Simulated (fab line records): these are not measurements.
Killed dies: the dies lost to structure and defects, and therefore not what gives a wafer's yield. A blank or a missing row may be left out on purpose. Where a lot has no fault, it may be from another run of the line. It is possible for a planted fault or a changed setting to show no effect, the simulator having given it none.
The same fault as seen by 2 desks | flow berkeley cmos170 | what lay behind the numbers comes last; until then each desk has only its own

## AT THE TOOL OWNER'S DESK: litho track-01
The tool's own readings at UCB170_M2_SOFTBAKE_11 (time 60 s): means of the sampled wafers that have a number, for each lot that ran on this tool. A lot is out of limits, marked OUT, if its mean lies more than 4 standard deviations from the usual mean; the brackets give that distance.
Columns: A = heater power total W at UCB170_M2_SOFTBAKE_11, usual 56.80 W; B = plate temp C at UCB170_M2_SOFTBAKE_11, usual 129.99 C
lot  | first seen here | A                       | B
L624 | day 7 10:00     | 56.74                   | 129.75
L627 | day 7 18:00     | 56.83                   | 130.20
L629 | day 8 00:00     | 56.80                   | 130.01
L633 | day 9 00:00     | 56.80                   | 129.94
L643 | day 11 10:00    | 62.59 (+99 or more) OUT | 140.11 (+72) OUT
L644 | day 11 16:00    | 62.57 (+99 or more) OUT | 140.06 (+72) OUT
This desk finds L643, L644 out of limits, L643 being first, at day 11 10:00 (heater power total W at UCB170_M2_SOFTBAKE_11). L624, L627, L629, L633: within limits.

## THE METROLOGY DESK
Lot by lot, what the gauges showed, no matter which tool ran the lot: averages of those sampled wafers that carry a number. A lot is out of limits, marked OUT, if its mean lies more than 4 standard deviations from the usual mean; the brackets give that distance.
Columns: A = cd nm at UCB170_M2_CD_MEAS_15, usual 699.9 nm; B = V2_POLISHED_THK at UCB170_V2_THK_MEAS_04, usual 1000.6 nm; C = cd nm at UCB170_V2_CD_MEAS_12, usual 700.5 nm
lot  | first seen here | A               | B      | C
L624 | day 7 11:23     | 698.9           | 1000.0 | 701.3
L626 | day 7 11:39     | 697.7           | 1001.1 | 701.1
L623 | day 7 11:56     | 700.3           | 1000.4 | 700.9
L625 | day 7 12:09     | 700.8           | 1000.9 | 700.5
L627 | day 7 18:56     | 699.7           | 999.6  | 699.8
L628 | day 8 00:44     | 698.9           | 1001.6 | 698.6
L629 | day 8 00:57     | 699.5           | 999.6  | 699.1
L631 | day 8 16:52     | 702.2           | 1001.6 | 698.8
L633 | day 9 01:14     | 699.7           | 1000.4 | 700.5
L635 | day 9 15:08     | 697.3           | 1001.3 | 702.8
L637 | day 9 19:47     | 700.5           | 1000.7 | 698.1
L643 | day 11 10:54    | 671.1 (-19) OUT | 1000.2 | 698.3
L644 | day 11 16:53    | 676.2 (-16) OUT | 999.7  | 701.0
L646 | day 12 03:05    | 699.3           | 999.1  | 700.2
This desk finds L643, L644 out of limits, L643 being first, at day 11 10:54 (cd nm at UCB170_M2_CD_MEAS_15). L624, L626, L623, L625, L627, L628, L629, L631, L633, L635, L637, L646: within limits.

## BROUGHT TOGETHER
The tool owner's desk could have raised an alarm at day 11 10:00, on L643, L644.
Metrology desk: alarm possible at day 11 10:54 on L643, L644.
Every lot named ran UCB170_M2_SOFTBAKE_11 on litho track-01.

## WHAT THE SIMULATOR HAD PUT IN
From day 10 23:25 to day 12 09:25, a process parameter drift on litho track-01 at UCB170_M2_SOFTBAKE_11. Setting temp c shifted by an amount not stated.
Lots struck among those shown: L643, L644.
Delay (hours) between the fault's onset and each desk's first out-of-limits reading: 11 at the tool owner's desk, 11 at the metrology desk.
